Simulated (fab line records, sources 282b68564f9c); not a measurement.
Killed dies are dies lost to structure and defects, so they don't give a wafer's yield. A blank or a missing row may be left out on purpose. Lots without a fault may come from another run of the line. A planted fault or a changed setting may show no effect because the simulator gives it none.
One fault seen from 2 desks | flow rit_cmos | each desk has only its own numbers; what lay behind them comes last

THE TOOL OWNER'S DESK: implanter-03
The tool's own readings at RIT_PWELL_IMPLANT_08: means of the sampled wafers that have a number, for each lot that ran on this tool. A lot is out of limits, marked OUT, if its mean lies more than 4 standard deviations from the usual mean; the brackets give that distance.
Columns: A = beam_energy_keV at RIT_PWELL_IMPLANT_08, usual 170.00
lot  | first seen here | A
L168 | day 4 10:34     | 174.61 (+85) OUT
L169 | day 4 16:16     | 174.66 (+86) OUT
This desk's finding: out of limits on L168, L169; first on L168, day 4 10:34 (beam_energy_keV at RIT_PWELL_IMPLANT_08). In limits: none.

THE METROLOGY DESK
What the gauges read, lot by lot, whatever tool the lot ran on: means of the sampled wafers that have a number. A lot is out of limits, marked OUT, if its mean lies more than 4 standard deviations from the usual mean; the brackets give that distance.
Columns: A = NWELL_TW at RIT_NWELL_TW_MEAS_10, usual 2164; B = PWELL_OVL at RIT_PWELL_OVL_MEAS_06, usual 0.5 nm
lot  | first seen here | A    | B
L157 | day 1 23:20     | 2188 | 0.1
L158 | day 2 07:07     | 2149 | 0.1
L168 | day 4 09:13     | 2141 | -1.2
L169 | day 4 14:59     | 2179 | -0.5
L172 | day 5 03:26     | 2170 | 0.1
L174 | day 5 14:02     | 2180 | 1.1
This desk's finding: nothing out of limits on any of the 6 lots.

PUT TOGETHER
The tool owner's desk could have raised an alarm at day 4 10:34, on L168, L169.
The metrology desk saw nothing out of limits.
The metrology desk has L168, L169 on record, within its limits.
Of the lots named, all ran RIT_PWELL_IMPLANT_08 on implanter-03.

WHAT THE SIMULATOR HAD PUT IN
Process parameter drift: implanter-03, from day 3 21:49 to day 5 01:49, at RIT_PWELL_IMPLANT_08. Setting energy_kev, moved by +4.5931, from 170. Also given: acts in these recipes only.
Lots struck among those shown: L168, L169.
Hours from the fault's start to each desk's first reading out of limits: the tool owner's desk, 13.
